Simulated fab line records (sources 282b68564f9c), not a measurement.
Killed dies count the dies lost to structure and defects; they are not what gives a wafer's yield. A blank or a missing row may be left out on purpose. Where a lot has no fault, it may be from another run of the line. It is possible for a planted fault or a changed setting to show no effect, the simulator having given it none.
fab line records || flow rit_cmos
record: {"lots": 6, "wafers": 18, "last_day": 7}
route steps=202 shown NSD@133 PSD@142 M1@202
lots that met no fault: taken from a fault-free run of the same line
start_h: start of the lot's first displayed wafer, in hours after the record's first day || wait_h: hours elapsed since this lot's preceding step || " the same as in the row above || L1.1+2: a single row standing in for several wafers || - no value, or no start given || * or withheld: withheld || < > ~ a bound
route shown NAME@n: a module of which the file shows steps, and the number in the route of the first || usual: mean/standard deviation taken from wafers without a fault || same: alike in all rows || chamber/n: place in a boat || sites: per-site readings || _std_site: standard deviation of those values || _edge_site: mean of outer sites minus mean of inner sites || radius_mm: how far each site lies from the wafer's centre || mask NAME#n: copy n || behind: the last tool/chamber to shape the wafer || hold: reason for holding the lot/hours on hold/outcome of the hold || device: the transistor (n, p or np) that didn't switch || end of line: tests of these same wafers at the route's end || a step given without rows: its recipe and nothing more || killed: dies that structure and defects cost at the first sort, which is not the same as the wafer's yield || map: dies across one wafer; x = killed, . = not, _ = none there
set.NAME: the setting as run; set.NAME@STEP: as run at that earlier step || model.NAME: the simulator's own value behind a step, which no gauge read
lots seen at some steps along the route; tables by step, rows by wafer
services: from which hour (start_h, from the record's first day; less than 0 if before it) a tool's chamber was out of use, for how many hours, and why
== steps ==
step: RIT_NSD_SOFTBAKE_02
recipe: {"resist": "NOVOLAK", "temp_c": 90, "time_s": 60}
step: RIT_NSD_EXPOSE_03
recipe: {"mask_id": "M9", "na": 0.57, "target_cd_nm": 40700, "dose_mj": 250}
step: RIT_NSD_PEB_04
recipe: {"resist": "NOVOLAK", "temp_c": "withheld", "time_s": "withheld"}
step: RIT_NSD_DEVELOP_05
recipe: {"resist": "NOVOLAK", "develop_time_s": 50, "dev_temp_c": 23}
step: RIT_NSD_OVL_MEAS_06
usual: {"NSD_OVL": "-0.9/1.4"}
{"lot.wafer": "L604.3", "tool": "overlay-01", "chamber": "-", "start_h": 55.07, "wait_h": "-", "NSD_OVL[nm]": -1.7}
{"lot.wafer": "L604.5", "tool": "overlay-01", "chamber": "-", "start_h": 55.07, "wait_h": "-", "NSD_OVL[nm]": -1.2}
{"lot.wafer": "L604.6", "tool": "overlay-01", "chamber": "-", "start_h": 55.07, "wait_h": "-", "NSD_OVL[nm]": -1.6}
{"lot.wafer": "L608.1", "tool": "overlay-01", "chamber": "-", "start_h": 78.09, "wait_h": "-", "NSD_OVL[nm]": -2.1}
{"lot.wafer": "L608.4", "tool": "overlay-01", "chamber": "-", "start_h": 78.09, "wait_h": "-", "NSD_OVL[nm]": -1.8}
{"lot.wafer": "L608.5", "tool": "overlay-01", "chamber": "-", "start_h": 78.09, "wait_h": "-", "NSD_OVL[nm]": -1.2}
{"lot.wafer": "L611.3", "tool": "overlay-02", "chamber": "-", "start_h": 92.70, "wait_h": "-", "NSD_OVL[nm]": -2.2}
{"lot.wafer": "L611.4", "tool": "overlay-02", "chamber": "-", "start_h": 92.70, "wait_h": "-", "NSD_OVL[nm]": 0.4}
{"lot.wafer": "L611.6", "tool": "overlay-02", "chamber": "-", "start_h": 92.70, "wait_h": "-", "NSD_OVL[nm]": -1.0}
{"lot.wafer": "L612.2", "tool": "overlay-02", "chamber": "-", "start_h": 95.02, "wait_h": "-", "NSD_OVL[nm]": 2.3}
{"lot.wafer": "L612.3", "tool": "overlay-02", "chamber": "-", "start_h": 95.02, "wait_h": "-", "NSD_OVL[nm]": 2.6}
{"lot.wafer": "L612.4", "tool": "overlay-02", "chamber": "-", "start_h": 95.02, "wait_h": "-", "NSD_OVL[nm]": -1.1}
{"lot.wafer": "L617.4", "tool": "overlay-01", "chamber": "-", "start_h": 116.66, "wait_h": "-", "NSD_OVL[nm]": -1.2}
{"lot.wafer": "L617.5", "tool": "overlay-01", "chamber": "-", "start_h": 116.66, "wait_h": "-", "NSD_OVL[nm]": -2.0}
{"lot.wafer": "L617.6", "tool": "overlay-01", "chamber": "-", "start_h": 116.66, "wait_h": "-", "NSD_OVL[nm]": -3.5}
{"lot.wafer": "L623.2", "tool": "overlay-01", "chamber": "-", "start_h": 161.99, "wait_h": "-", "NSD_OVL[nm]": 0.8}
{"lot.wafer": "L623.5", "tool": "overlay-01", "chamber": "-", "start_h": 161.99, "wait_h": "-", "NSD_OVL[nm]": -0.9}
{"lot.wafer": "L623.6", "tool": "overlay-01", "chamber": "-", "start_h": 161.99, "wait_h": "-", "NSD_OVL[nm]": 1.4}
step: RIT_NSD_HARDBAKE_07
recipe: {"resist": "NOVOLAK", "temp_c": 140, "time_s": 60}
step: RIT_NSD_IMPLANT_08
recipe: {"species": "P", "energy_kev": 25, "dose_cm2": 1e+15, "tilt_deg": 7}
step: RIT_NSD_STRIP_09
recipe: {"chemistry": "O2", "time_s": 180, "resist": "NOVOLAK", "platen_temp_c": "withheld", "power_w": 500, "pressure_mtorr": 4000, "o2_flow_sccm": 4000}
usual: {"drypump_motor_current_A": "5.7/0.38"}
{"lot.wafer": "L604.3", "tool": "plasma_asher-03", "chamber": 0, "start_h": 55.69, "wait_h": 0.1, "drypump_motor_current_A": 6.2, "rf_hours_counter_h": "-"}
{"lot.wafer": "L604.5", "tool": "plasma_asher-03", "chamber": 1, "start_h": 55.69, "wait_h": 0.1, "drypump_motor_current_A": 5.5, "rf_hours_counter_h": "-"}
{"lot.wafer": "L604.6", "tool": "plasma_asher-03", "chamber": 0, "start_h": 55.69, "wait_h": 0.1, "drypump_motor_current_A": 6.2, "rf_hours_counter_h": "-"}
{"lot.wafer": "L608.1", "tool": "plasma_asher-01", "chamber": 0, "start_h": 78.43, "wait_h": 0.1, "drypump_motor_current_A": 5.1, "rf_hours_counter_h": 29}
{"lot.wafer": "L608.4", "tool": "plasma_asher-01", "chamber": 0, "start_h": 78.43, "wait_h": 0.1, "drypump_motor_current_A": 5.1, "rf_hours_counter_h": "-"}
{"lot.wafer": "L608.5", "tool": "plasma_asher-01", "chamber": 1, "start_h": 78.43, "wait_h": 0.1, "drypump_motor_current_A": 5.7, "rf_hours_counter_h": "-"}
{"lot.wafer": "L611.3", "tool": "plasma_asher-04", "chamber": 1, "start_h": 93.08, "wait_h": 0.1, "drypump_motor_current_A": 5.6, "rf_hours_counter_h": "-"}
{"lot.wafer": "L611.4", "tool": "plasma_asher-04", "chamber": 0, "start_h": 93.08, "wait_h": 0.1, "drypump_motor_current_A": 5.9, "rf_hours_counter_h": "-"}
{"lot.wafer": "L611.6", "tool": "plasma_asher-04", "chamber": 1, "start_h": 93.08, "wait_h": 0.1, "drypump_motor_current_A": 5.6, "rf_hours_counter_h": "-"}
{"lot.wafer": "L612.2", "tool": "plasma_asher-03", "chamber": 0, "start_h": 95.35, "wait_h": 0.1, "drypump_motor_current_A": 6.2, "rf_hours_counter_h": 41}
{"lot.wafer": "L612.3", "tool": "plasma_asher-03", "chamber": 1, "start_h": 95.35, "wait_h": 0.1, "drypump_motor_current_A": 5.5, "rf_hours_counter_h": "-"}
{"lot.wafer": "L612.4", "tool": "plasma_asher-03", "chamber": 0, "start_h": 95.35, "wait_h": 0.1, "drypump_motor_current_A": 6.2, "rf_hours_counter_h": "-"}
{"lot.wafer": "L617.4", "tool": "plasma_asher-04", "chamber": 1, "start_h": 117.04, "wait_h": 0.1, "drypump_motor_current_A": 5.6, "rf_hours_counter_h": "-"}
{"lot.wafer": "L617.5", "tool": "plasma_asher-04", "chamber": 0, "start_h": 117.04, "wait_h": 0.1, "drypump_motor_current_A": 5.8, "rf_hours_counter_h": "-"}
{"lot.wafer": "L617.6", "tool": "plasma_asher-04", "chamber": 1, "start_h": 117.04, "wait_h": 0.1, "drypump_motor_current_A": 5.7, "rf_hours_counter_h": "-"}
{"lot.wafer": "L623.2", "tool": "plasma_asher-03", "chamber": 0, "start_h": 162.37, "wait_h": 0.1, "drypump_motor_current_A": 6.2, "rf_hours_counter_h": 48}
{"lot.wafer": "L623.5", "tool": "plasma_asher-03", "chamber": 0, "start_h": 162.37, "wait_h": 0.1, "drypump_motor_current_A": 6.3, "rf_hours_counter_h": "-"}
{"lot.wafer": "L623.6", "tool": "plasma_asher-03", "chamber": 1, "start_h": 162.37, "wait_h": 0.1, "drypump_motor_current_A": 5.5, "rf_hours_counter_h": "-"}
step: RIT_NSD_TW_MEAS_10
usual: {"NSD_TW": "3112/23"}
{"lot.wafer": "L604.3", "tool": "film_metro-02", "chamber": "-", "start_h": 55.83, "wait_h": 0.1, "NSD_TW": 3137}
{"lot.wafer": "L604.5", "tool": "film_metro-02", "chamber": "-", "start_h": 55.83, "wait_h": 0.1, "NSD_TW": 3120}
{"lot.wafer": "L604.6", "tool": "film_metro-02", "chamber": "-", "start_h": 55.83, "wait_h": 0.1, "NSD_TW": 3113}
{"lot.wafer": "L608.1", "tool": "film_metro-01", "chamber": "-", "start_h": 78.60, "wait_h": 0.1, "NSD_TW": 3075}
{"lot.wafer": "L608.4", "tool": "film_metro-01", "chamber": "-", "start_h": 78.60, "wait_h": 0.1, "NSD_TW": 3092}
{"lot.wafer": "L608.5", "tool": "film_metro-01", "chamber": "-", "start_h": 78.60, "wait_h": 0.1, "NSD_TW": 3085}
{"lot.wafer": "L611.3", "tool": "film_metro-04", "chamber": "-", "start_h": 93.22, "wait_h": 0.1, "NSD_TW": 3103}
{"lot.wafer": "L611.4", "tool": "film_metro-04", "chamber": "-", "start_h": 93.22, "wait_h": 0.1, "NSD_TW": 3092}
{"lot.wafer": "L611.6", "tool": "film_metro-04", "chamber": "-", "start_h": 93.22, "wait_h": 0.1, "NSD_TW": 3116}
{"lot.wafer": "L612.2", "tool": "film_metro-01", "chamber": "-", "start_h": 95.53, "wait_h": 0.1, "NSD_TW": 3078}
{"lot.wafer": "L612.3", "tool": "film_metro-01", "chamber": "-", "start_h": 95.53, "wait_h": 0.1, "NSD_TW": 3093}
{"lot.wafer": "L612.4", "tool": "film_metro-01", "chamber": "-", "start_h": 95.53, "wait_h": 0.1, "NSD_TW": 3087}
{"lot.wafer": "L617.4", "tool": "film_metro-01", "chamber": "-", "start_h": 117.19, "wait_h": 0.1, "NSD_TW": 3093}
{"lot.wafer": "L617.5", "tool": "film_metro-01", "chamber": "-", "start_h": 117.19, "wait_h": 0.1, "NSD_TW": 3091}
{"lot.wafer": "L617.6", "tool": "film_metro-01", "chamber": "-", "start_h": 117.19, "wait_h": 0.1, "NSD_TW": 3090}
{"lot.wafer": "L623.2", "tool": "film_metro-01", "chamber": "-", "start_h": 162.56, "wait_h": 0.1, "NSD_TW": 3101}
{"lot.wafer": "L623.5", "tool": "film_metro-01", "chamber": "-", "start_h": 162.56, "wait_h": 0.1, "NSD_TW": 3070}
{"lot.wafer": "L623.6", "tool": "film_metro-01", "chamber": "-", "start_h": 162.56, "wait_h": 0.1, "NSD_TW": 3089}
step: RIT_PSD_HMDS_00
recipe: {"prime_time_s": 60, "prime_temp_c": 140}
step: RIT_PSD_COAT_01
recipe: {"resist": "NOVOLAK", "spin_rpm": 3250, "resist_thk_nm": 1000}
step: RIT_PSD_SOFTBAKE_02
recipe: {"resist": "NOVOLAK", "temp_c": 90, "time_s": 60}
step: RIT_PSD_EXPOSE_03
recipe: {"mask_id": "M10", "na": 0.57, "target_cd_nm": 40900, "dose_mj": 250}
same: {"na": 0.57}
{"lot.wafer": "L604.3+5+6", "tool": "iline_stepper-02", "chamber": 0, "start_h": 56.48, "wait_h": 0.2, "mask": "M10#0", "model.PSD.overlay_x_nm": 0.1856}
{"lot.wafer": "L608.1+4+5", "tool": "iline_stepper-01", "chamber": 0, "start_h": 79.24, "wait_h": 0.2, "mask": "M10#0", "model.PSD.overlay_x_nm": -0.09176}
{"lot.wafer": "L611.3+4+6", "tool": "iline_stepper-02", "chamber": 0, "start_h": 93.82, "wait_h": 0.2, "mask": "M10#0", "model.PSD.overlay_x_nm": -150.4}
{"lot.wafer": "L612.2+3+4", "tool": "iline_stepper-02", "chamber": 0, "start_h": 96.05, "wait_h": 0.1, "mask": "M10#0", "model.PSD.overlay_x_nm": -148.4}
{"lot.wafer": "L617.4+5+6", "tool": "iline_stepper-01", "chamber": 0, "start_h": 117.73, "wait_h": 0.1, "mask": "M10#0", "model.PSD.overlay_x_nm": 0.5615}
{"lot.wafer": "L623.2+5+6", "tool": "iline_stepper-01", "chamber": 0, "start_h": 163.20, "wait_h": 0.2, "mask": "M10#0", "model.PSD.overlay_x_nm": 0.5135}
step: RIT_PSD_PEB_04
recipe: {"resist": "NOVOLAK", "temp_c": "withheld", "time_s": "withheld"}
step: RIT_PSD_DEVELOP_05
recipe: {"resist": "NOVOLAK", "develop_time_s": 50, "dev_temp_c": 23}
step: RIT_PSD_OVL_MEAS_06
usual: {"PSD_OVL": "-0.4/1.3"}
{"lot.wafer": "L604.3", "tool": "overlay-02", "chamber": "-", "start_h": 56.85, "wait_h": "-", "PSD_OVL[nm]": 1.2}
{"lot.wafer": "L604.5", "tool": "overlay-02", "chamber": "-", "start_h": 56.85, "wait_h": "-", "PSD_OVL[nm]": -1.3}
{"lot.wafer": "L604.6", "tool": "overlay-02", "chamber": "-", "start_h": 56.85, "wait_h": "-", "PSD_OVL[nm]": 0.9}
{"lot.wafer": "L608.1", "tool": "overlay-01", "chamber": "-", "start_h": 79.64, "wait_h": "-", "PSD_OVL[nm]": -1.2}
{"lot.wafer": "L608.4", "tool": "overlay-01", "chamber": "-", "start_h": 79.64, "wait_h": "-", "PSD_OVL[nm]": -0.3}
{"lot.wafer": "L608.5", "tool": "overlay-01", "chamber": "-", "start_h": 79.64, "wait_h": "-", "PSD_OVL[nm]": -1.6}
{"lot.wafer": "L611.3", "tool": "overlay-01", "chamber": "-", "start_h": 94.28, "wait_h": "-", "PSD_OVL[nm]": -151.1}
{"lot.wafer": "L611.4", "tool": "overlay-01", "chamber": "-", "start_h": 94.28, "wait_h": "-", "PSD_OVL[nm]": -151.1}
{"lot.wafer": "L611.6", "tool": "overlay-01", "chamber": "-", "start_h": 94.28, "wait_h": "-", "PSD_OVL[nm]": -149.6}
{"lot.wafer": "L612.2", "tool": "overlay-02", "chamber": "-", "start_h": 96.44, "wait_h": "-", "PSD_OVL[nm]": -148.2}
{"lot.wafer": "L612.3", "tool": "overlay-02", "chamber": "-", "start_h": 96.44, "wait_h": "-", "PSD_OVL[nm]": -150.2}
{"lot.wafer": "L612.4", "tool": "overlay-02", "chamber": "-", "start_h": 96.44, "wait_h": "-", "PSD_OVL[nm]": -149.4}
{"lot.wafer": "L617.4", "tool": "overlay-01", "chamber": "-", "start_h": 118.08, "wait_h": "-", "PSD_OVL[nm]": -1.4}
{"lot.wafer": "L617.5", "tool": "overlay-01", "chamber": "-", "start_h": 118.08, "wait_h": "-", "PSD_OVL[nm]": 0.1}
{"lot.wafer": "L617.6", "tool": "overlay-01", "chamber": "-", "start_h": 118.08, "wait_h": "-", "PSD_OVL[nm]": 0.4}
{"lot.wafer": "L623.2", "tool": "overlay-02", "chamber": "-", "start_h": 163.59, "wait_h": "-", "PSD_OVL[nm]": -1.1}
{"lot.wafer": "L623.5", "tool": "overlay-02", "chamber": "-", "start_h": 163.59, "wait_h": "-", "PSD_OVL[nm]": -0.9}
{"lot.wafer": "L623.6", "tool": "overlay-02", "chamber": "-", "start_h": 163.59, "wait_h": "-", "PSD_OVL[nm]": -0.8}
step: RIT_PSD_HARDBAKE_07
recipe: {"resist": "NOVOLAK", "temp_c": 140, "time_s": 60}
step: RIT_M1_PROBE_99
usual: {"killed_at_contacts": "0.0/0.2", "killed_at_front_end": "7.0/2.8", "killed_dies": "7.0/2.8", "killed_open": "3.4/1.9", "killed_short": "3.6/2"}
same: {"gross_dies": 264, "killed_at_M0_to_M3": 0, "killed_at_M4_up": 0, "killed_at_back_side": 0, "killed_at_other": 0}
{"lot.wafer": "L604.3", "tool": "prober-01", "chamber": "-", "start_h": 65.26, "wait_h": 0.2, "killed_at_contacts": 1, "killed_at_front_end": 14, "killed_dies": 15, "killed_open": 11, "killed_short": 4, "model.etest.select_edge_diode_p.leak_log10_a": -10.52}
{"lot.wafer": "L604.5", "tool": "prober-01", "chamber": "-", "start_h": 65.36, "wait_h": 0.2, "killed_at_contacts": 0, "killed_at_front_end": 8, "killed_dies": 8, "killed_open": 6, "killed_short": 2, "model.etest.select_edge_diode_p.leak_log10_a": -10.51}
{"lot.wafer": "L604.6", "tool": "prober-01", "chamber": "-", "start_h": 65.41, "wait_h": 0.2, "killed_at_contacts": 1, "killed_at_front_end": 10, "killed_dies": 11, "killed_open": 6, "killed_short": 5, "model.etest.select_edge_diode_p.leak_log10_a": -10.33}
{"lot.wafer": "L608.1", "tool": "prober-02", "chamber": "-", "start_h": 88.51, "wait_h": 0.1, "killed_at_contacts": 0, "killed_at_front_end": 5, "killed_dies": 5, "killed_open": 3, "killed_short": 2, "model.etest.select_edge_diode_p.leak_log10_a": -10.39}
{"lot.wafer": "L608.4", "tool": "prober-02", "chamber": "-", "start_h": 88.66, "wait_h": 0.2, "killed_at_contacts": 0, "killed_at_front_end": 6, "killed_dies": 6, "killed_open": 3, "killed_short": 3, "model.etest.select_edge_diode_p.leak_log10_a": -10.48}
{"lot.wafer": "L608.5", "tool": "prober-02", "chamber": "-", "start_h": 88.71, "wait_h": 0.2, "killed_at_contacts": 0, "killed_at_front_end": 6, "killed_dies": 6, "killed_open": 4, "killed_short": 2, "model.etest.select_edge_diode_p.leak_log10_a": -10.48}
{"lot.wafer": "L611.3", "tool": "prober-01", "chamber": "-", "start_h": 103.06, "wait_h": 0.2, "killed_at_contacts": 0, "killed_at_front_end": 2, "killed_dies": 2, "killed_open": 2, "killed_short": 0, "model.etest.select_edge_diode_p.leak_log10_a": -9.803}
{"lot.wafer": "L611.4", "tool": "prober-01", "chamber": "-", "start_h": 103.11, "wait_h": 0.2, "killed_at_contacts": 1, "killed_at_front_end": 7, "killed_dies": 8, "killed_open": 4, "killed_short": 4, "model.etest.select_edge_diode_p.leak_log10_a": -9.56}
{"lot.wafer": "L611.6", "tool": "prober-01", "chamber": "-", "start_h": 103.21, "wait_h": 0.2, "killed_at_contacts": 0, "killed_at_front_end": 1, "killed_dies": 1, "killed_open": 0, "killed_short": 1, "model.etest.select_edge_diode_p.leak_log10_a": -9.75}
{"lot.wafer": "L612.2", "tool": "prober-02", "chamber": "-", "start_h": 104.97, "wait_h": 0.1, "killed_at_contacts": 0, "killed_at_front_end": 5, "killed_dies": 5, "killed_open": 3, "killed_short": 2, "model.etest.select_edge_diode_p.leak_log10_a": -9.459}
{"lot.wafer": "L612.3", "tool": "prober-02", "chamber": "-", "start_h": 105.02, "wait_h": 0.2, "killed_at_contacts": 0, "killed_at_front_end": 7, "killed_dies": 7, "killed_open": 3, "killed_short": 4, "model.etest.select_edge_diode_p.leak_log10_a": -9.599}
{"lot.wafer": "L612.4", "tool": "prober-02", "chamber": "-", "start_h": 105.07, "wait_h": 0.2, "killed_at_contacts": 0, "killed_at_front_end": 9, "killed_dies": 9, "killed_open": 5, "killed_short": 4, "model.etest.select_edge_diode_p.leak_log10_a": -9.384}
{"lot.wafer": "L617.4", "tool": "prober-01", "chamber": "-", "start_h": 126.96, "wait_h": 0.2, "killed_at_contacts": 0, "killed_at_front_end": 6, "killed_dies": 6, "killed_open": 1, "killed_short": 5, "model.etest.select_edge_diode_p.leak_log10_a": -10.27}
{"lot.wafer": "L617.5", "tool": "prober-01", "chamber": "-", "start_h": 127.01, "wait_h": 0.2, "killed_at_contacts": 0, "killed_at_front_end": 10, "killed_dies": 10, "killed_open": 5, "killed_short": 5, "model.etest.select_edge_diode_p.leak_log10_a": -10.5}
{"lot.wafer": "L617.6", "tool": "prober-01", "chamber": "-", "start_h": 127.06, "wait_h": 0.2, "killed_at_contacts": 0, "killed_at_front_end": 6, "killed_dies": 6, "killed_open": 2, "killed_short": 4, "model.etest.select_edge_diode_p.leak_log10_a": -10.16}
{"lot.wafer": "L623.2", "tool": "prober-01", "chamber": "-", "start_h": 172.02, "wait_h": 0.1, "killed_at_contacts": 0, "killed_at_front_end": 7, "killed_dies": 7, "killed_open": 3, "killed_short": 4, "model.etest.select_edge_diode_p.leak_log10_a": -10.39}
{"lot.wafer": "L623.5", "tool": "prober-01", "chamber": "-", "start_h": 172.17, "wait_h": 0.2, "killed_at_contacts": 0, "killed_at_front_end": 6, "killed_dies": 6, "killed_open": 2, "killed_short": 4, "model.etest.select_edge_diode_p.leak_log10_a": -10.55}
{"lot.wafer": "L623.6", "tool": "prober-01", "chamber": "-", "start_h": 172.22, "wait_h": 0.2, "killed_at_contacts": 0, "killed_at_front_end": 4, "killed_dies": 4, "killed_open": 2, "killed_short": 2, "model.etest.select_edge_diode_p.leak_log10_a": -10.32}
killed by level:class
L604.3 GATE:geometric_particle:open=3 REOX:geometric_particle:open=3 SPACER:geometric_particle:open=3 FOX1:geometric_particle:open=1 GATE:geometric_particle:short=1 REOX:geometric_particle:short=1 SPACER:geometric_particle:short=1 SILICIDE:geometric_particle:open=1
L604.5 GATE:geometric_particle:open=3 GATE:geometric_particle:short=2 REOX:geometric_particle:open=1 SPACER:geometric_particle:open=1 SILICIDE:geometric_particle:open=1
L604.6 SPACER:geometric_particle:short=4 REOX:geometric_particle:open=3 FOX1:geometric_particle:open=1 GATE:geometric_particle:short=1 SPACER:geometric_particle:open=1 CONTACT:geometric_particle:open=1
L608.1 SPACER:geometric_particle:open=2 FOX1:geometric_particle:open=1 GATE:geometric_particle:short=1 REOX:geometric_particle:short=1
L608.4 GATE:geometric_particle:open=2 FOX1:geometric_particle:short=1 FOX2:geometric_particle:short=1 SPACER:geometric_particle:open=1 SPACER:geometric_particle:short=1
L608.5 REOX:geometric_particle:open=2 FOX2:geometric_particle:open=1 GATE:geometric_particle:short=1 REOX:geometric_particle:short=1 SPACER:geometric_particle:open=1
L611.3 REOX:geometric_particle:open=1 SILICIDE:geometric_particle:open=1
L611.4 GATE:geometric_particle:short=2 FOX1:geometric_particle:short=1 GATE:geometric_particle:open=1 REOX:geometric_particle:open=1 SPACER:geometric_particle:open=1 SILICIDE:geometric_particle:open=1 CONTACT:geometric_particle:short=1
L611.6 FOX1:geometric_particle:short=1
L612.2 GATE:geometric_particle:open=2 FOX1:geometric_particle:open=1 GATE:geometric_particle:short=1 REOX:geometric_particle:short=1
L612.3 SILICIDE:geometric_particle:short=3 FOX1:geometric_particle:open=1 GATE:geometric_particle:open=1 SPACER:geometric_particle:open=1 SPACER:geometric_particle:short=1
L612.4 GATE:geometric_particle:short=3 GATE:geometric_particle:open=3 REOX:geometric_particle:open=1 SPACER:geometric_particle:short=1 SPACER:geometric_particle:open=1
L617.4 GATE:geometric_particle:short=4 FOX2:geometric_particle:short=1 GATE:geometric_particle:open=1
L617.5 GATE:geometric_particle:short=5 GATE:geometric_particle:open=3 REOX:geometric_particle:open=1 SILICIDE:geometric_particle:open=1
L617.6 GATE:geometric_particle:short=4 GATE:geometric_particle:open=2
L623.2 GATE:geometric_particle:short=3 GATE:geometric_particle:open=3 SILICIDE:geometric_particle:short=1
L623.5 GATE:geometric_particle:short=2 FOX1:geometric_particle:short=1 FOX1:geometric_particle:open=1 REOX:geometric_particle:open=1 REOX:geometric_particle:short=1
L623.6 GATE:geometric_particle:open=2 GATE:geometric_particle:short=1 SILICIDE:geometric_particle:short=1
== services ==
{"tool": "iline_stepper-02", "chamber": "-", "start_h": 61.37, "hours": 1.7, "kind": "pm"}
{"tool": "iline_stepper-01", "chamber": "-", "start_h": 83.57, "hours": 13.7, "kind": "repair"}
{"tool": "iline_stepper-02", "chamber": "-", "start_h": 104.00, "hours": 2.4, "kind": "repair"}
{"tool": "iline_stepper-01", "chamber": "-", "start_h": 108.24, "hours": 1.7, "kind": "repair"}
{"tool": "iline_stepper-02", "chamber": "-", "start_h": 115.72, "hours": 8.9, "kind": "pm"}
{"tool": "iline_stepper-02", "chamber": 0, "start_h": 129.29, "hours": "-", "kind": "calibration"}
{"tool": "plasma_asher-01", "chamber": "-", "start_h": 132.24, "hours": 3.4, "kind": "repair"}
== key ==
first_sign: {"step": "RIT_PSD_OVL_MEAS_06", "reading": "PSD_OVL", "direction": "down", "sigmas": "99+", "usual": -0.4, "struck": -150.0}
effect none on later readings
model_effect: {"step": "RIT_PSD_EXPOSE_03", "value": "PSD.overlay_x_nm", "without": 0.5766, "struck": -149.4}
model_effect: {"step": "RIT_M1_PROBE_99", "value": "etest.select_edge_diode_p.leak_log10_a", "without": -10.39, "struck": -9.593}
met_at RIT_PSD_EXPOSE_03
struck_wafers L611.3,L611.4,L611.6,L612.2,L612.3,L612.4
tester_left_out L611,L612
onset_between 56.48 93.82
fault: {"kind": "scanner_matching_overlay", "tool": "iline_stepper-02", "chamber": "-", "onset_h": 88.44, "steps": "RIT_PSD_EXPOSE_03", "offset": -150}
tester_left_out: of these lots the tester's yield and bins aren't shown, on N5 and GAA mostly nor the transistor test; their killed dies are dies lost to structure and defects alone, not to doping, threshold or leakage, so they don't give the yield
